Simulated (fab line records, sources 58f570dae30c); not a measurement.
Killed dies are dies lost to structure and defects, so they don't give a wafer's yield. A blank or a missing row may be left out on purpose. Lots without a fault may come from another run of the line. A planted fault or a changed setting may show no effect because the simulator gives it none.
One fault seen from 2 desks | flow berkeley_cmos170 | each desk has only its own numbers; what lay behind them comes last

THE METROLOGY DESK
What the gauges read, lot by lot, whatever tool the lot ran on: means of the sampled wafers that have a number. A lot is out of limits, marked OUT, if its mean lies more than 4 standard deviations from the usual mean; the brackets give that distance.
Columns: A = SPACER_TEOS_THK at UCB170_SPACER_THK_MEAS_01, usual 378 nm
lot  | first seen here | A
L982 | day 6 18:11     | 380
L985 | day 7 13:17     | 372
L984 | day 7 13:33     | 387
L988 | day 7 22:03     | 386
L987 | day 7 22:07     | 378
L989 | day 8 17:13     | 372
L990 | day 8 17:14     | 381
L993 | day 9 03:14     | 380
L992 | day 9 03:24     | 375
L995 | day 10 04:15    | 250 (-25) OUT
L996 | day 10 13:13    | 336 (-8.1) OUT
L998 | day 10 13:26    | 379
L997 | day 10 13:42    | 297 (-16) OUT
L103 | day 11 21:36    | 371
L105 | day 12 05:14    | 379
This desk's finding: out of limits on L995, L996, L997; first on L995, day 10 04:15 (SPACER_TEOS_THK at UCB170_SPACER_THK_MEAS_01). In limits: L982, L985, L984, L988, L987, L989, L990, L993, L992, L998, L103, L105.

THE TOOL OWNER'S DESK: pecvd-01
The tool's own readings at UCB170_SPACER_CVD_00 (deposits SiO2 from TEOS/O2, target thk 376 nm, time 47 s): means of the sampled wafers that have a number, for each lot that ran on this tool. A lot is out of limits, marked OUT, if its mean lies more than 4 standard deviations from the usual mean; the brackets give that distance.
Columns: A = heater_power_w at UCB170_SPACER_CVD_00, usual 245 W
lot  | first seen here | A
L982 | day 6 18:08     | 236
L987 | day 7 22:04     | 225
L993 | day 9 03:11     | 228
L995 | day 10 04:11    | 225
L996 | day 10 13:09    | 220
L997 | day 10 13:38    | 243
This desk's finding: nothing out of limits on any of the 6 lots.

PUT TOGETHER
The metrology desk could have raised an alarm at day 10 04:15, on L995, L996, L997.
The tool owner's desk saw nothing out of limits.
The tool owner's desk has L995, L996, L997 on record, within its limits.
Of the lots named, all ran UCB170_SPACER_CVD_00 on pecvd-01.

WHAT THE SIMULATOR HAD PUT IN
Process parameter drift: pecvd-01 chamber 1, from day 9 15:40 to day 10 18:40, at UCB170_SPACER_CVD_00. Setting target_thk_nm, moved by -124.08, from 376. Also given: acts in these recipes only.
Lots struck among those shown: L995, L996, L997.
Hours from the fault's start to each desk's first reading out of limits: the metrology desk, 13.
